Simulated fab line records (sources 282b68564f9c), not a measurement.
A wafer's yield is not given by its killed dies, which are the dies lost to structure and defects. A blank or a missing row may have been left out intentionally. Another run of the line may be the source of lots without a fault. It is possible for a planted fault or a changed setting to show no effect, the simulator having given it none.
fab line records + flow rit-cmos
record
- lots=5
- wafers=23
route steps=202 shown NSD@139 SILICIDE@162 CONTACT@168 M1@184
start-h: the number of hours between the record's first day and the start of the first shown wafer of the lot + wait-h: hours from the lot's prior step to this one + " repeats the value in the row above + L1.1+2: a single row standing in for several wafers + - either no value or no given start + * or withheld: withheld + < > ~ a bound
route shown NAME@n: a module of which the file shows steps, and the number in the route of the first + usual: mean/standard deviation taken from wafers without a fault + same: alike in all rows + chamber/n: place in a boat + sites: per-site readings + _std_site: their standard deviation + _edge_site: the outer-site mean with the inner-site mean subtracted + radius-mm: for every site, how far away it sits from the centre of the wafer + mask NAME#n: copy n + behind: the last tool/chamber to shape the wafer + hold: cause of the lot's hold/its duration in hours/its outcome + device: the n, p or np transistor that did not switch + end of line: the same wafers' tests at the end of the route + for a step that has no rows: nothing shown but its recipe + killed: dies that structure and defects cost at the first sort, which is not the same as the wafer's yield + map: dies across one wafer; x = killed, . = not, _ = none there
set.NAME: setting as actually run; set.NAME@STEP: the setting as run at that earlier step + model.NAME: the simulator's own value behind a step, which no gauge read
lots with deliberately changed settings; one table per step, one row per wafer
## steps
# step RIT_NSD_IMPLANT_08
# recipe
- species=P
- energy-kev=25
- dose-cm2=1e+15
- tilt-deg=7
| lot.wafer      | tool         | chamber | start-h | wait-h | set.energy-kev | model.implant.drp-nm |
|----------------|--------------|---------|---------|--------|----------------|----------------------|
| L074.1+3+6     | implanter-03 | 0       | 52.68   | 0.1    | 25.91          | 15.16                |
| L074.4+5       | "            | 0       | "       | "      | 25             | 14.84                |
| L077.1+2+3+4+5 | implanter-02 | 0       | 64.02   | 0.1    | 25             | 14.84                |
| L078.2+3+6     | implanter-04 | 0       | 71.24   | 0.1    | 25             | 14.84                |
| L080.2+4+5     | implanter-04 | 0       | 79.50   | 0.1    | 25             | 14.84                |
| L080.3+6       | "            | 0       | "       | "      | 25.38          | 14.97                |
| L084.2+3+4+5+6 | implanter-02 | 0       | 102.12  | 0.1    | 25             | 14.84                |
# step RIT_SILICIDE_SPUTTER_01
# recipe
- material=Ti
- target-thk-nm=30
- power-w=350
- chamber-pressure-pa=0.667
- gas=Ar
- time-s=240
- substrate-temp-c=25
| lot.wafer | tool           | chamber | start-h | wait-h | set.time-s | model.Ti_of_SILICIDE_SPUTTER_01.thk-nm |
|-----------|----------------|---------|---------|--------|------------|----------------------------------------|
| L074.1    | pvd-sputter-03 | -       | 55.47   | 0.0    | 240        | 29.9                                   |
| L074.3    | "              | -       | "       | "      | 240        | 30.05                                  |
| L074.4    | "              | -       | "       | "      | 240        | 30.34                                  |
| L074.5    | "              | -       | "       | "      | 240        | 30.52                                  |
| L074.6    | "              | -       | "       | "      | 240        | 30.58                                  |
| L077.1    | pvd-sputter-04 | -       | 66.89   | 0.0    | 221.9      | 27.67                                  |
| L077.2    | "              | -       | "       | "      | 240        | 30.63                                  |
| L077.3    | "              | -       | "       | "      | 240        | 31                                     |
| L077.4    | "              | -       | "       | "      | 221.9      | 27.92                                  |
| L077.5    | "              | -       | "       | "      | 221.9      | 28.63                                  |
| L078.2    | pvd-sputter-03 | -       | 73.94   | 0.0    | 240        | 30.45                                  |
| L078.3    | "              | -       | "       | "      | 240        | 29.74                                  |
| L078.6    | "              | -       | "       | "      | 240        | 29.58                                  |
| L080.2    | pvd-sputter-03 | -       | 82.20   | 0.0    | 240        | 29.86                                  |
| L080.3    | "              | -       | "       | "      | 250.8      | 31.8                                   |
| L080.4    | "              | -       | "       | "      | 240        | 30.1                                   |
| L080.5    | "              | -       | "       | "      | 250.8      | 31.82                                  |
| L080.6    | "              | -       | "       | "      | 240        | 30.44                                  |
| L084.2    | pvd-sputter-03 | -       | 104.96  | 0.0    | 227.9      | 28.78                                  |
| L084.3    | "              | -       | "       | "      | 240        | 31.11                                  |
| L084.4    | "              | -       | "       | "      | 240        | 30.34                                  |
| L084.5    | "              | -       | "       | "      | 240        | 31.09                                  |
| L084.6    | "              | -       | "       | "      | 227.9      | 29.12                                  |
# step RIT_SILICIDE_RS_MEAS_02
# recipe
- thk-meas-gauge=four-point-probe
- reads=Ti_of_SILICIDE_SPUTTER_01
# usual
- SILICIDE_TI_RS=47.4/0.8
| lot.wafer | tool          | chamber | start-h | wait-h | set.time-s@SILICIDE_SPUTTER_01 | SILICIDE_TI_RS[ohm/sq] |
|-----------|---------------|---------|---------|--------|--------------------------------|------------------------|
| L074.1    | film-metro-03 | -       | 55.62   | 0.1    | 240                            | 48.1                   |
| L074.3    | "             | -       | "       | "      | 240                            | 47.7                   |
| L074.4    | "             | -       | "       | "      | 240                            | 47.2                   |
| L074.5    | "             | -       | "       | "      | 240                            | 46.9                   |
| L074.6    | "             | -       | "       | "      | 240                            | 46.7                   |
| L077.1    | film-metro-04 | -       | 67.04   | 0.1    | 221.9                          | 53.0                   |
| L077.2    | "             | -       | "       | "      | 240                            | 46.6                   |
| L077.3    | "             | -       | "       | "      | 240                            | 45.9                   |
| L077.4    | "             | -       | "       | "      | 221.9                          | 52.4                   |
| L077.5    | "             | -       | "       | "      | 221.9                          | 50.7                   |
| L078.2    | film-metro-03 | -       | 74.11   | 0.1    | 240                            | 47.0                   |
| L078.3    | "             | -       | "       | "      | 240                            | 48.4                   |
| L078.6    | "             | -       | "       | "      | 240                            | 48.6                   |
| L080.2    | film-metro-04 | -       | 82.37   | 0.1    | 240                            | 48.2                   |
| L080.3    | "             | -       | "       | "      | 250.8                          | 44.5                   |
| L080.4    | "             | -       | "       | "      | 240                            | 47.7                   |
| L080.5    | "             | -       | "       | "      | 250.8                          | 44.4                   |
| L080.6    | "             | -       | "       | "      | 240                            | 47.0                   |
| L084.2    | film-metro-04 | -       | 105.13  | 0.1    | 227.9                          | 50.4                   |
| L084.3    | "             | -       | "       | "      | 240                            | 45.6                   |
| L084.4    | "             | -       | "       | "      | 240                            | 47.2                   |
| L084.5    | "             | -       | "       | "      | 240                            | 45.9                   |
| L084.6    | "             | -       | "       | "      | 227.9                          | 49.6                   |
# step RIT_SILICIDE_THK_MEAS_03
# recipe
- thk-meas-gauge=xrf
- reads=Ti_of_SILICIDE_SPUTTER_01
# usual
- SILICIDE_TI_THK=30.2/0.44
| lot.wafer | tool          | chamber | start-h | wait-h | set.time-s@SILICIDE_SPUTTER_01 | SILICIDE_TI_THK[nm] |
|-----------|---------------|---------|---------|--------|--------------------------------|---------------------|
| L074.1    | film-metro-03 | -       | 55.74   | 0.1    | 240                            | 29.7                |
| L074.3    | "             | -       | "       | "      | 240                            | 30.0                |
| L074.4    | "             | -       | "       | "      | 240                            | 30.0                |
| L074.5    | "             | -       | "       | "      | 240                            | 30.3                |
| L074.6    | "             | -       | "       | "      | 240                            | 30.4                |
| L077.1    | film-metro-04 | -       | 67.16   | 0.1    | 221.9                          | 27.9                |
| L077.2    | "             | -       | "       | "      | 240                            | 30.7                |
| L077.3    | "             | -       | "       | "      | 240                            | 31.1                |
| L077.4    | "             | -       | "       | "      | 221.9                          | 28.1                |
| L077.5    | "             | -       | "       | "      | 221.9                          | 28.7                |
| L078.2    | film-metro-03 | -       | 74.22   | 0.1    | 240                            | 30.2                |
| L078.3    | "             | -       | "       | "      | 240                            | 29.6                |
| L078.6    | "             | -       | "       | "      | 240                            | 29.3                |
| L080.2    | film-metro-04 | -       | 82.48   | 0.1    | 240                            | 29.9                |
| L080.3    | "             | -       | "       | "      | 250.8                          | 31.7                |
| L080.4    | "             | -       | "       | "      | 240                            | 30.1                |
| L080.5    | "             | -       | "       | "      | 250.8                          | 31.8                |
| L080.6    | "             | -       | "       | "      | 240                            | 30.5                |
| L084.2    | film-metro-04 | -       | 105.24  | 0.1    | 227.9                          | 28.9                |
| L084.3    | "             | -       | "       | "      | 240                            | 31.3                |
| L084.4    | "             | -       | "       | "      | 240                            | 30.5                |
| L084.5    | "             | -       | "       | "      | 240                            | 31.2                |
| L084.6    | "             | -       | "       | "      | 227.9                          | 29.3                |
# step RIT_CONTACT_CVD_00
# recipe
- material=SiO2
- target-thk-nm=400
- precursor=TEOS
- temp-c=390
- time-s=61
- rf-w=400
| lot.wafer | tool     | chamber | start-h | wait-h | set.time-s | model.SiO2_of_CONTACT_CVD_00.thk-nm |
|-----------|----------|---------|---------|--------|------------|-------------------------------------|
| L074.1    | pecvd-04 | 2       | 55.98   | 0.1    | 52.12      | 349.5                               |
| L074.3    | "        | 1       | "       | "      | 61         | 394.7                               |
| L074.4    | "        | 2       | "       | "      | 52.12      | 349.8                               |
| L074.5    | "        | 0       | "       | "      | 52.12      | 347.2                               |
| L074.6    | "        | 1       | "       | "      | 61         | 402.4                               |
| L077.1    | pecvd-04 | 0       | 67.40   | 0.1    | 61         | 403.2                               |
| L077.2    | "        | 2       | "       | "      | 61         | 407.8                               |
| L077.3    | "        | 1       | "       | "      | 69.42      | 458.4                               |
| L077.4    | "        | 1       | "       | "      | 69.42      | 464.8                               |
| L077.5    | "        | 0       | "       | "      | 61         | 411.5                               |
| L078.2    | pecvd-03 | 0       | 74.44   | 0.0    | 61         | 399.3                               |
| L078.3    | "        | 1       | "       | "      | 61         | 403.1                               |
| L078.6    | "        | 0       | "       | "      | 61         | 406.8                               |
| L080.2    | pecvd-04 | 0       | 82.71   | 0.0    | 61         | -                                   |
| L080.3    | "        | 2       | "       | "      | 61         | 404.9                               |
| L080.4    | "        | 1       | "       | "      | 54.42      | 361.6                               |
| L080.5    | "        | 0       | "       | "      | 54.42      | -                                   |
| L080.6    | "        | 2       | "       | "      | 61         | 408.3                               |
| L084.2    | pecvd-03 | 1       | 105.46  | 0.0    | 61         | 396.2                               |
| L084.3    | "        | 0       | "       | "      | 55.76      | 358.5                               |
| L084.4    | "        | 0       | "       | "      | 61         | 399.9                               |
| L084.5    | "        | 1       | "       | "      | 55.76      | 364.7                               |
| L084.6    | "        | 2       | "       | "      | 61         | 396.6                               |
# step RIT_CONTACT_THK_MEAS_01
# recipe
- reads=SiO2_of_CONTACT_CVD_00
# usual
- CONTACT_TEOS_THK=400/6.2
| lot.wafer | tool          | chamber | start-h | wait-h | set.time-s@CONTACT_CVD_00 | CONTACT_TEOS_THK[nm] |
|-----------|---------------|---------|---------|--------|---------------------------|----------------------|
| L074.1    | film-metro-02 | -       | 56.03   | 0.0    | 52.12                     | 350                  |
| L074.3    | "             | -       | "       | "      | 61                        | 395                  |
| L074.4    | "             | -       | "       | "      | 52.12                     | 350                  |
| L074.5    | "             | -       | "       | "      | 52.12                     | 347                  |
| L074.6    | "             | -       | "       | "      | 61                        | 403                  |
| L077.1    | film-metro-02 | -       | 67.45   | 0.0    | 61                        | 403                  |
| L077.2    | "             | -       | "       | "      | 61                        | 408                  |
| L077.3    | "             | -       | "       | "      | 69.42                     | 458                  |
| L077.4    | "             | -       | "       | "      | 69.42                     | 465                  |
| L077.5    | "             | -       | "       | "      | 61                        | 412                  |
| L078.2    | film-metro-01 | -       | 74.50   | 0.0    | 61                        | 399                  |
| L078.3    | "             | -       | "       | "      | 61                        | 403                  |
| L078.6    | "             | -       | "       | "      | 61                        | 407                  |
| L080.2    | film-metro-01 | -       | 82.77   | 0.0    | 61                        | 398                  |
| L080.3    | "             | -       | "       | "      | 61                        | 405                  |
| L080.4    | "             | -       | "       | "      | 54.42                     | 362                  |
| L080.5    | "             | -       | "       | "      | 54.42                     | 367                  |
| L080.6    | "             | -       | "       | "      | 61                        | 408                  |
| L084.2    | film-metro-01 | -       | 105.52  | 0.0    | 61                        | 396                  |
| L084.3    | "             | -       | "       | "      | 55.76                     | 359                  |
| L084.4    | "             | -       | "       | "      | 61                        | 400                  |
| L084.5    | "             | -       | "       | "      | 55.76                     | 365                  |
| L084.6    | "             | -       | "       | "      | 61                        | 397                  |
# step RIT_CONTACT_DEVELOP_07
# recipe
- resist=NOVOLAK
- develop-time-s=120
- dev-temp-c=23
| lot.wafer      | tool           | chamber | start-h | wait-h | set.develop-time-s |
|----------------|----------------|---------|---------|--------|--------------------|
| L074.1+5+6     | litho-track-01 | 0       | -       | -      | 120                |
| L074.3+4       | "              | 0       | "       | "      | 133.3              |
| L077.1+3       | litho-track-01 | 0       | -       | -      | 120                |
| L077.2+4+5     | "              | 0       | "       | "      | 136.9              |
| L078.2+3+6     | litho-track-04 | 0       | -       | -      | 120                |
| L080.2+3+4+5+6 | litho-track-02 | 0       | -       | -      | 120                |
| L084.2+3       | litho-track-01 | 0       | -       | -      | 120                |
| L084.4+5+6     | "              | 0       | "       | "      | 113                |
# step RIT_CONTACT_CD_MEAS_08
# recipe
- target-cd-nm=1000
# usual
- cd-nm=999.6/2.2
| lot.wafer | tool      | chamber | start-h | wait-h | set.develop-time-s@CONTACT_DEVELOP_07 | cd-nm  |
|-----------|-----------|---------|---------|--------|---------------------------------------|--------|
| L074.1    | cd-sem-02 | -       | 57.05   | -      | 120                                   | 1000.6 |
| L074.3    | "         | -       | "       | "      | 133.3                                 | 1009.5 |
| L074.4    | "         | -       | "       | "      | 133.3                                 | 1011.3 |
| L074.5    | "         | -       | "       | "      | 120                                   | 1002.1 |
| L074.6    | "         | -       | "       | "      | 120                                   | 999.5  |
| L077.1    | cd-sem-02 | -       | 68.60   | -      | 120                                   | 1004.0 |
| L077.2    | "         | -       | "       | "      | 136.9                                 | 1015.2 |
| L077.3    | "         | -       | "       | "      | 120                                   | 1003.6 |
| L077.4    | "         | -       | "       | "      | 136.9                                 | 1014.7 |
| L077.5    | "         | -       | "       | "      | 136.9                                 | 1015.8 |
| L078.2    | cd-sem-02 | -       | 75.66   | -      | 120                                   | 999.1  |
| L078.3    | "         | -       | "       | "      | 120                                   | 999.8  |
| L078.6    | "         | -       | "       | "      | 120                                   | 999.9  |
| L080.2    | cd-sem-02 | -       | 83.93   | -      | 120                                   | 997.8  |
| L080.3    | "         | -       | "       | "      | 120                                   | 997.6  |
| L080.4    | "         | -       | "       | "      | 120                                   | 998.9  |
| L080.5    | "         | -       | "       | "      | 120                                   | 997.0  |
| L080.6    | "         | -       | "       | "      | 120                                   | 999.1  |
| L084.2    | cd-sem-01 | -       | 106.68  | -      | 120                                   | 1002.4 |
| L084.3    | "         | -       | "       | "      | 120                                   | 1000.7 |
| L084.4    | "         | -       | "       | "      | 113                                   | 996.2  |
| L084.5    | "         | -       | "       | "      | 113                                   | 996.6  |
| L084.6    | "         | -       | "       | "      | 113                                   | 996.4  |
# step RIT_CONTACT_HARDBAKE_10
# recipe
- resist=NOVOLAK
- temp-c=140
- time-s=60
# step RIT_CONTACT_ETCH_11
# recipe
- target-depth-a=4800
- over-etch-frac=0.2
- stop-on=TiSi2
- chemistry=CHF3/CF4/Ar
- target=SiO2
- CHF3_flow_sccm=50
- cf4-flow-sccm=10
- Ar_flow_sccm=100
- O2_flow_sccm=5
- pressure-mtorr=100
- rf-w=200
- time-s=320
| lot.wafer | tool        | chamber | start-h | wait-h | set.time-s@CONTACT_CVD_00 | set.develop-time-s@CONTACT_DEVELOP_07 | model.CONTACT.feature-depth-nm | model.etch.depth-nm | model.CONTACT.cd-nm |
|-----------|-------------|---------|---------|--------|---------------------------|---------------------------------------|--------------------------------|---------------------|---------------------|
| L074.1    | rie-diel-01 | 3       | 57.36   | 0.1    | 52.12                     | 120                                   | 349.5                          | 349.5               | 1000                |
| L074.3    | "           | 1       | "       | "      | 61                        | 133.3                                 | 394.7                          | 394.7               | 1009                |
| L074.4    | "           | 0       | "       | "      | 52.12                     | 133.3                                 | 349.8                          | 349.8               | 1011                |
| L074.5    | "           | 1       | "       | "      | 52.12                     | 120                                   | 347.2                          | 347.2               | 1002                |
| L074.6    | "           | 2       | "       | "      | 61                        | 120                                   | 402.4                          | 402.4               | 999.1               |
| L077.1    | rie-diel-03 | 2       | 68.90   | 0.1    | 61                        | 120                                   | 403.2                          | 403.2               | 1004                |
| L077.2    | "           | 0       | "       | "      | 61                        | 136.9                                 | 407.8                          | 407.8               | 1016                |
| L077.3    | "           | 1       | "       | "      | 69.42                     | 120                                   | 458.4                          | 458.4               | 1003                |
| L077.4    | "           | 3       | "       | "      | 69.42                     | 136.9                                 | 464.8                          | 464.8               | 1014                |
| L077.5    | "           | 2       | "       | "      | 61                        | 136.9                                 | 411.5                          | 411.5               | 1016                |
| L078.2    | rie-diel-01 | 1       | 75.95   | 0.1    | 61                        | 120                                   | 399.3                          | 399.3               | 999.2               |
| L078.3    | "           | 2       | "       | "      | 61                        | 120                                   | 403.1                          | 403.1               | 1000                |
| L078.6    | "           | 0       | "       | "      | 61                        | 120                                   | 406.8                          | 406.8               | 1000                |
| L080.2    | rie-diel-03 | 2       | 84.22   | 0.1    | 61                        | 120                                   | 398.5                          | -                   | 998.1               |
| L080.3    | "           | 3       | "       | "      | 61                        | 120                                   | 404.9                          | 404.9               | 997.3               |
| L080.4    | "           | 0       | "       | "      | 54.42                     | 120                                   | 361.6                          | 361.6               | 999.4               |
| L080.5    | "           | 3       | "       | "      | 54.42                     | 120                                   | 366.3                          | -                   | 997.2               |
| L080.6    | "           | 2       | "       | "      | 61                        | 120                                   | 408.3                          | 408.3               | 999.3               |
| L084.2    | rie-diel-02 | 0       | 106.97  | 0.1    | 61                        | 120                                   | 396.2                          | 396.2               | 1003                |
| L084.3    | "           | 2       | "       | "      | 55.76                     | 120                                   | 358.5                          | 358.5               | 1000                |
| L084.4    | "           | 1       | "       | "      | 61                        | 113                                   | 399.9                          | 399.9               | 996.3               |
| L084.5    | "           | 0       | "       | "      | 55.76                     | 113                                   | 364.7                          | 364.7               | 996.9               |
| L084.6    | "           | 1       | "       | "      | 61                        | 113                                   | 396.6                          | 396.6               | 996.2               |
# step RIT_CONTACT_STRIP_12
# recipe
- chemistry=O2
- time-s=180
- resist=NOVOLAK
- platen-temp-c=withheld
- power-w=500
- pressure-mtorr=4000
- o2-flow-sccm=4000
# step RIT_CONTACT_CD_MEAS_90
# recipe
- target-cd-nm=1000
# usual
- cd-nm=999.6/2.2
| lot.wafer | tool      | chamber | start-h | wait-h | set.develop-time-s@CONTACT_DEVELOP_07 | cd-nm  |
|-----------|-----------|---------|---------|--------|---------------------------------------|--------|
| L074.1    | cd-sem-01 | -       | 57.73   | 0.1    | 120                                   | 1000.3 |
| L074.3    | "         | -       | "       | "      | 133.3                                 | 1009.4 |
| L074.4    | "         | -       | "       | "      | 133.3                                 | 1011.1 |
| L074.5    | "         | -       | "       | "      | 120                                   | 1002.2 |
| L074.6    | "         | -       | "       | "      | 120                                   | 999.2  |
| L077.1    | cd-sem-01 | -       | 69.27   | 0.1    | 120                                   | 1004.5 |
| L077.2    | "         | -       | "       | "      | 136.9                                 | 1015.5 |
| L077.3    | "         | -       | "       | "      | 120                                   | 1002.6 |
| L077.4    | "         | -       | "       | "      | 136.9                                 | 1013.9 |
| L077.5    | "         | -       | "       | "      | 136.9                                 | 1015.8 |
| L078.2    | cd-sem-01 | -       | 76.34   | 0.1    | 120                                   | 999.4  |
| L078.3    | "         | -       | "       | "      | 120                                   | 1000.3 |
| L078.6    | "         | -       | "       | "      | 120                                   | 1000.2 |
| L080.2    | cd-sem-02 | -       | 84.61   | 0.1    | 120                                   | 998.3  |
| L080.3    | "         | -       | "       | "      | 120                                   | 997.2  |
| L080.4    | "         | -       | "       | "      | 120                                   | 999.5  |
| L080.5    | "         | -       | "       | "      | 120                                   | 997.0  |
| L080.6    | "         | -       | "       | "      | 120                                   | 999.1  |
| L084.2    | cd-sem-02 | -       | 107.36  | 0.1    | 120                                   | 1002.4 |
| L084.3    | "         | -       | "       | "      | 120                                   | 1000.3 |
| L084.4    | "         | -       | "       | "      | 113                                   | 996.7  |
| L084.5    | "         | -       | "       | "      | 113                                   | 997.0  |
| L084.6    | "         | -       | "       | "      | 113                                   | 996.7  |
# step RIT_M1_SPUTTER_00
# recipe
- material=Al
- target-thk-nm=400
- power-w=2000
- chamber-pressure-pa=0.4
- gas=Ar
- time-s=500
- substrate-temp-c=25
| lot.wafer | tool           | chamber | start-h | wait-h | set.power-w | model.Al_of_M1_SPUTTER_00.thk-nm |
|-----------|----------------|---------|---------|--------|-------------|----------------------------------|
| L074.1    | pvd-sputter-02 | -       | 58.21   | 0.0    | 2089        | 414.4                            |
| L074.3    | "              | -       | "       | "      | 2089        | 417.6                            |
| L074.4    | "              | -       | "       | "      | 2000        | 398.4                            |
| L074.5    | "              | -       | "       | "      | 2089        | 420.5                            |
| L074.6    | "              | -       | "       | "      | 2000        | 394.5                            |
| L077.1    | pvd-sputter-01 | -       | 69.74   | 0.0    | 2000        | 408                              |
| L077.2    | "              | -       | "       | "      | 2000        | 403.3                            |
| L077.3    | "              | -       | "       | "      | 2000        | 403.8                            |
| L077.4    | "              | -       | "       | "      | 2000        | 398.8                            |
| L077.5    | "              | -       | "       | "      | 2000        | 397.4                            |
| L078.2    | pvd-sputter-02 | -       | 76.86   | 0.0    | 2000        | 401.5                            |
| L078.3    | "              | -       | "       | "      | 2000        | 396.4                            |
| L078.6    | "              | -       | "       | "      | 2000        | 400.7                            |
| L080.2    | pvd-sputter-04 | -       | 85.06   | 0.0    | 1785        | 366                              |
| L080.3    | "              | -       | "       | "      | 2000        | 407.6                            |
| L080.4    | "              | -       | "       | "      | 2000        | 408.1                            |
| L080.5    | "              | -       | "       | "      | 1785        | 366.4                            |
| L080.6    | "              | -       | "       | "      | 2000        | 407.9                            |
| L084.2    | pvd-sputter-04 | -       | 107.82  | 0.0    | 2000        | 403                              |
| L084.3    | "              | -       | "       | "      | 2000        | 405.3                            |
| L084.4    | "              | -       | "       | "      | 2000        | 408.1                            |
| L084.5    | "              | -       | "       | "      | 2085        | 421.4                            |
| L084.6    | "              | -       | "       | "      | 2085        | 421.2                            |
# step RIT_M1_RS_MEAS_01
# recipe
- thk-meas-gauge=four-point-probe
- reads=Al_of_M1_SPUTTER_00
# usual
- M1_AL_RS=0.0730/0.00086
| lot.wafer | tool          | chamber | start-h | wait-h | set.power-w@M1_SPUTTER_00 | M1_AL_RS[ohm/sq] |
|-----------|---------------|---------|---------|--------|---------------------------|------------------|
| L074.1    | film-metro-01 | -       | 58.51   | 0.1    | 2089                      | 0.0711           |
| L074.3    | "             | -       | "       | "      | 2089                      | 0.0703           |
| L074.4    | "             | -       | "       | "      | 2000                      | 0.0739           |
| L074.5    | "             | -       | "       | "      | 2089                      | 0.0700           |
| L074.6    | "             | -       | "       | "      | 2000                      | 0.0745           |
| L077.1    | film-metro-01 | -       | 70.08   | 0.2    | 2000                      | 0.0719           |
| L077.2    | "             | -       | "       | "      | 2000                      | 0.0728           |
| L077.3    | "             | -       | "       | "      | 2000                      | 0.0728           |
| L077.4    | "             | -       | "       | "      | 2000                      | 0.0735           |
| L077.5    | "             | -       | "       | "      | 2000                      | 0.0740           |
| L078.2    | film-metro-02 | -       | 77.17   | 0.2    | 2000                      | 0.0732           |
| L078.3    | "             | -       | "       | "      | 2000                      | 0.0741           |
| L078.6    | "             | -       | "       | "      | 2000                      | 0.0733           |
| L080.2    | film-metro-03 | -       | 85.37   | 0.2    | 1785                      | 0.0805           |
| L080.3    | "             | -       | "       | "      | 2000                      | 0.0721           |
| L080.4    | "             | -       | "       | "      | 2000                      | 0.0717           |
| L080.5    | "             | -       | "       | "      | 1785                      | 0.0802           |
| L080.6    | "             | -       | "       | "      | 2000                      | 0.0720           |
| L084.2    | film-metro-02 | -       | 108.14  | 0.2    | 2000                      | 0.0727           |
| L084.3    | "             | -       | "       | "      | 2000                      | 0.0724           |
| L084.4    | "             | -       | "       | "      | 2000                      | 0.0719           |
| L084.5    | "             | -       | "       | "      | 2085                      | 0.0695           |
| L084.6    | "             | -       | "       | "      | 2085                      | 0.0696           |
# step RIT_M1_THK_MEAS_02
# recipe
- thk-meas-gauge=xrf
- reads=Al_of_M1_SPUTTER_00
# usual
- M1_AL_THK=408/4.5
| lot.wafer | tool          | chamber | start-h | wait-h | set.power-w@M1_SPUTTER_00 | M1_AL_THK[nm] |
|-----------|---------------|---------|---------|--------|---------------------------|---------------|
| L074.1    | film-metro-01 | -       | 58.63   | 0.1    | 2089                      | 419           |
| L074.3    | "             | -       | "       | "      | 2089                      | 424           |
| L074.4    | "             | -       | "       | "      | 2000                      | 402           |
| L074.5    | "             | -       | "       | "      | 2089                      | 429           |
| L074.6    | "             | -       | "       | "      | 2000                      | 402           |
| L077.1    | film-metro-01 | -       | 70.20   | 0.1    | 2000                      | 416           |
| L077.2    | "             | -       | "       | "      | 2000                      | 409           |
| L077.3    | "             | -       | "       | "      | 2000                      | 409           |
| L077.4    | "             | -       | "       | "      | 2000                      | 408           |
| L077.5    | "             | -       | "       | "      | 2000                      | 405           |
| L078.2    | film-metro-02 | -       | 77.28   | 0.1    | 2000                      | 411           |
| L078.3    | "             | -       | "       | "      | 2000                      | 405           |
| L078.6    | "             | -       | "       | "      | 2000                      | 408           |
| L080.2    | film-metro-03 | -       | 85.48   | 0.1    | 1785                      | 369           |
| L080.3    | "             | -       | "       | "      | 2000                      | 411           |
| L080.4    | "             | -       | "       | "      | 2000                      | 410           |
| L080.5    | "             | -       | "       | "      | 1785                      | 370           |
| L080.6    | "             | -       | "       | "      | 2000                      | 411           |
| L084.2    | film-metro-02 | -       | 108.25  | 0.1    | 2000                      | 412           |
| L084.3    | "             | -       | "       | "      | 2000                      | 416           |
| L084.4    | "             | -       | "       | "      | 2000                      | 415           |
| L084.5    | "             | -       | "       | "      | 2085                      | 430           |
| L084.6    | "             | -       | "       | "      | 2085                      | 432           |
## key
split
- step=RIT_NSD_IMPLANT_08
- setting=energy-kev
- stated=25
- by=wafer
response
- step=RIT_NSD_IMPLANT_08
- reading=model.implant.drp-nm
- change=+0.0889
- per=1%
- r=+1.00
split
- step=RIT_SILICIDE_SPUTTER_01
- setting=time-s
- stated=240
- by=wafer
response
- step=RIT_SILICIDE_SPUTTER_01
- reading=model.Ti_of_SILICIDE_SPUTTER_01.thk-nm
- change=+0.368
- per=1%
- r=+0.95
response
- step=RIT_SILICIDE_RS_MEAS_02
- reading=SILICIDE_TI_RS
- change=-0.748
- per=1%
- r=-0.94
response
- step=RIT_SILICIDE_THK_MEAS_03
- reading=SILICIDE_TI_THK
- change=+0.358
- per=1%
- r=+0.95
split
- step=RIT_CONTACT_CVD_00
- setting=time-s
- stated=61
- by=wafer
response
- step=RIT_CONTACT_CVD_00
- reading=model.SiO2_of_CONTACT_CVD_00.thk-nm
- change=+3.79
- per=1%
- r=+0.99
response
- step=RIT_CONTACT_THK_MEAS_01
- reading=CONTACT_TEOS_THK
- change=+3.73
- per=1%
- r=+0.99
response
- step=RIT_CONTACT_ETCH_11
- reading=model.CONTACT.feature-depth-nm
- change=+3.73
- per=1%
- r=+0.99
response
- step=RIT_CONTACT_ETCH_11
- reading=model.etch.depth-nm
- change=+3.79
- per=1%
- r=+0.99
split
- step=RIT_CONTACT_DEVELOP_07
- setting=develop-time-s
- stated=120
- by=wafer
response
- step=RIT_CONTACT_CD_MEAS_08
- reading=cd-nm
- change=+0.841
- per=1%
- r=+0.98
response
- step=RIT_CONTACT_ETCH_11
- reading=model.CONTACT.cd-nm
- change=+0.841
- per=1%
- r=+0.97
response
- step=RIT_CONTACT_CD_MEAS_90
- reading=cd-nm
- change=+0.835
- per=1%
- r=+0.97
split
- step=RIT_M1_SPUTTER_00
- setting=power-w
- stated=2000
- by=wafer
response
- step=RIT_M1_SPUTTER_00
- reading=model.Al_of_M1_SPUTTER_00.thk-nm
- change=+3.97
- per=1%
- r=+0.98
response
- step=RIT_M1_RS_MEAS_01
- reading=M1_AL_RS
- change=-0.000775
- per=1%
- r=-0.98
response
- step=RIT_M1_THK_MEAS_02
- reading=M1_AL_THK
- change=+3.96
- per=1%
- r=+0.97
